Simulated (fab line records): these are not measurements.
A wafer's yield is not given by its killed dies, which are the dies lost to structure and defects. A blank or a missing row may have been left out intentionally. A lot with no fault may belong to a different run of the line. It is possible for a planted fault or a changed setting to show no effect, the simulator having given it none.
What tool caused it? -- flow ritCmos -- Sampling: 13 lots, 39 wafers, 3 of 202 route steps

WHAT THE GAUGES SHOWED, per wafer
RIT_FOX2_THK_MEAS_90. Usual: FIELD_OXIDE_LEFT_1_THK typically reads 325 nm, with standard deviation 7.5.
lot,measured,on,FIELD_OXIDE_LEFT_1_THK (nm),flag
L425,day 1 23:41,filmMetro-02,324 332 330,
L426,day 2 05:31,filmMetro-04,322 322 319,
L429,day 2 20:49,filmMetro-04,329 332 327,
L433,day 3 15:23,filmMetro-03,321 332 326,
L435,day 3 23:19,filmMetro-04,336 337 340,
L438,day 4 12:46,filmMetro-03,318 320 317,
L440,day 5 01:58,filmMetro-04,324 325 321,
L442,day 5 10:49,filmMetro-03,320 321 321,
L444,day 6 10:19,filmMetro-03,326 319 323,
L445,day 6 10:21,filmMetro-04,316 321 326,
L446,day 6 15:02,filmMetro-03,333 323 331,
L447,day 6 15:02,filmMetro-04,328 323 327,
L448,day 7 00:03,filmMetro-04,318 315 317,

RIT_GATE_OVL_MEAS_17. Usual: GATE_OVL typically reads 0.4 nm, with standard deviation 1.4.
lot,measured,on,GATE_OVL (nm),flag
L425,day 2 19:42,overlay-01,2.7 0.7 0.6,
L426,day 3 01:59,overlay-01,1.2 -0.5 -0.4,
L429,day 3 18:55,overlay-02,0.3 1.7 1.6,
L433,day 4 11:32,overlay-01,2.7 3.0 3.5,
L435,day 4 19:17,overlay-02,1.0 -1.9 2.0,
L438,day 5 09:05,overlay-02,1.2 1.7 0.8,
L440,day 6 11:56,overlay-02,0.2 0.3 0.2,
L442,day 6 16:13,overlay-02,-0.4 0.3 -0.4,
L444,day 7 05:17,overlay-01,0.3 -0.5 0.9,
L445,day 7 05:37,overlay-02,2.3 0.5 2.0,
L446,day 7 15:16,overlay-02,1.5 -0.3 1.5,
L447,day 7 13:04,overlay-01,1.5 -0.9 -0.2,
L448,day 7 18:17,overlay-01,-0.3 1.4 -0.1,

EACH LOT AND THE TOOL THAT RAN IT (in order: tool; ch and the chambers of the sampled wafers; start)
lot,RIT_PRETRO_STRIP_09
L425,"plasmaAsher-01 ch 0,1, day 2 12:47"
L426,"plasmaAsher-04 ch 0,1, day 2 17:58"
L429,"plasmaAsher-03 ch 1, day 3 08:19"
L433,"plasmaAsher-03 ch 0,1, day 4 03:26"
L435,"plasmaAsher-01 ch 0,1, day 4 11:16"
L438,"plasmaAsher-01 ch 0,1, day 5 00:35"
L440,"plasmaAsher-03 ch 0,1, day 5 13:56"
L442,"plasmaAsher-04 ch 0, day 6 01:14"
L444,"plasmaAsher-04 ch 0,1, day 6 22:20"
L445,"plasmaAsher-03 ch 0,1, day 6 22:46"
L446,"plasmaAsher-04 ch 1, day 7 06:17"
L447,"plasmaAsher-01 ch 0,1, day 7 04:08"
L448,"plasmaAsher-01 ch 0,1, day 7 11:36"
- RIT_PRETRO_STRIP_09: strips in O2, time 180 s.

AS READ BY THE TOOLS THEMSELVES (means over the sampled wafers that have a number; for cases with no such wafer, the mark the record gives instead)
RIT_PRETRO_STRIP_09. Usual: drypumpMotorCurrentA reads 5.6 A (standard deviation 0.35).
lot,tool,drypumpMotorCurrentA (A),flag
L425,plasmaAsher-01,5.3,
L426,plasmaAsher-04,5.7,
L429,plasmaAsher-03,5.5,
L433,plasmaAsher-03,5.8,
L435,plasmaAsher-01,5.5,
L438,plasmaAsher-01,5.3,
L440,plasmaAsher-03,5.7,
L442,plasmaAsher-04,5.9,
L444,plasmaAsher-04,5.7,
L445,plasmaAsher-03,6.0,
L446,plasmaAsher-04,5.6,
L447,plasmaAsher-01,5.5,
L448,plasmaAsher-01,5.3,

THE ANSWER, worked out from the rows above alone
Rule: a lot counts as off when the mean over its wafers that have a number is more than 3 standard deviations away from the usual mean. Also off: a lot with no number at a reading for which 4 or more lots have one. The other lots that the step has rows for count as sound. After the gauges, taken in route order, come the tools' own readings; for these a lot's mean is taken, as printed above. At the first step where some lot is off, the reading lying furthest off is the one used; lots without a number count as furthest.
No lot is off at any reading shown: from this, nothing can be told.

WHAT THE SIMULATOR HAD PUT IN
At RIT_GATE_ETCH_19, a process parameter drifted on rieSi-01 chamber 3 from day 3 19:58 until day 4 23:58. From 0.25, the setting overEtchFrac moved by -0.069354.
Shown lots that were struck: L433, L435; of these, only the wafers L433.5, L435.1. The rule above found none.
